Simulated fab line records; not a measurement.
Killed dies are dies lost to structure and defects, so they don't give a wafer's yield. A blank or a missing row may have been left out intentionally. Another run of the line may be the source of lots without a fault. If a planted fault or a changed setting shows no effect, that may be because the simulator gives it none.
Struck lot and sound lot, side by side -- flow rit cmos -- 15 steps out of a route of 202
Sound: wafers L705.3, L705.5, L705.6. Wafers L717.2, L717.5, L717.6 were the ones struck. The cause comes at the end.
For every step that has rows: the tool of each side, followed by ch and its chambers, followed by its first start. Under that, the readings that differ: sound wafers -- struck wafers -- difference of the means -- sigmas: that difference in standard deviations of wafers without a fault.
alike: words and numbers the same on both sides, and readings whose means are apart by under 2 such deviations; not compared: readings that were withheld, readings missing a value for some wafer, numbers with overlapping values and no deviation given by the record, and bounds like >300 which may hide the same value.
The two part at a step that has a row with sigmas, a row that says differs or no value, or rows on one side only. Numbers that don't overlap but have no deviation are shown without sigmas and don't part them. A reading missing from all wafers of one side parts the sides only when that side holds two or more wafers.

RIT_GATE_THK_MEAS_07:
  sound on film metro-01, day 2 09:49; struck on film metro-04, day 5 02:53
  alike: GATE_OXIDE_THK
then, 1 step without rows for these wafers: RIT_GATE_CVD_08 (deposits poly-Si from SiH4, target thk 250 nm, time 2220 s).
RIT_GATE_THK_MEAS_09:
  sound on film metro-01, day 2 12:00; struck on film metro-03, day 5 04:34
  alike: GATE_POLY_THK
then, 6 steps without rows for these wafers: RIT_GATE_HMDS_10 (prime time 60 s); RIT_GATE_COAT_11 (resist thk 850 nm); RIT_GATE_SOFTBAKE_12 (time 60 s); RIT_GATE_EXPOSE_13 (exposes mask M6, target cd 150 nm); RIT_GATE_PEB_14; RIT_GATE_DEVELOP_15 (develop time 50 s).
RIT_GATE_CD_MEAS_16 targets a cd of 150 nm.
  sound on cd sem-01, day 2 12:58; struck on cd sem-01, day 5 05:41
  alike: cd nm
RIT_GATE_OVL_MEAS_17:
  sound on overlay-01, day 2 13:03; struck on overlay-01, day 5 05:47
reading,sound,struck,difference,sigmas
GATE_OVL (nm),1.4 2.2 1.7,-0.3 -1.5 -2.6,-3.2,-2
then, 1 step without rows for these wafers: RIT_GATE_HARDBAKE_18 (time 60 s).
RIT_GATE_ETCH_19: etches poly-Si in SF6/CHF3/O2, stops on SiO2, time 165 s, target depth 312.5 nm.
  sound on rie si-02 ch 1,2, day 2 13:14; struck on rie si-02 ch 0,1,3, day 5 05:58
reading,sound,struck,difference,sigmas
oes product au (a.u.),0.850 0.855 0.824,0.630 0.642 0.630,-0.209,-16
run length s (s),193.7 194.0 193.7,276.8 276.3 276.4,+82.7,+99 or more
model.NOVOLAK_of_GATE_COAT_11.thk nm (nm),669.6 670.6 668.4,626.5 619.3 626,-45.6,
  alike: drypump motor current A, throttle valve pct
  not compared: rf hours counter h
RIT_GATE_STRIP_20: strips in O2, time 180 s.
  sound on plasma asher-04 ch 0,1, day 2 13:23; struck on plasma asher-03 ch 0,1, day 5 06:05
  alike: drypump motor current A
  not compared: rf hours counter h
RIT_M1_PROBE_99:
  sound on prober-02, day 3 10:44; struck on prober-01, day 6 03:02
reading,sound,struck,difference,sigmas
model.etest.pmos turned.r on ohm um,3495 3452 3432,3373 3333 3326,-116,
model.etest.nmos_0p15.r on ohm um,1135 1105 1121,1324 1398 1304,+222,
model.etest.nmos_0p3.r on ohm um,2142 2112 2134,2322 2397 2307,+213,
model.etest.pwell pinched.rs ohm sq,458.1 462.2 460.3,521.5 541.2 519.1,+67.1,
model.etest.nwell pinched.rs ohm sq,336.9 334.4 336.4,385.9 395.9 384.1,+52.7,
model.etest.pmos_0p15.drive ua um,248.8 253.7 251.3,268.3 274.6 274.7,+21.3,
  alike: killed at contacts, killed at front end, killed dies, killed open, killed short
  not compared: model.etest.pmos_0p3.r on ohm um, model.etest.pmos_0p15.r on ohm um

== WHERE THEY PART ==
At RIT_GATE_OVL_MEAS_17 first; at RIT_GATE_ETCH_19 last (within this record only). Later steps at which nothing parts them and some readings are alike: RIT_GATE_STRIP_20, RIT_M1_PROBE_99.

WHY: what had been put in by the simulator
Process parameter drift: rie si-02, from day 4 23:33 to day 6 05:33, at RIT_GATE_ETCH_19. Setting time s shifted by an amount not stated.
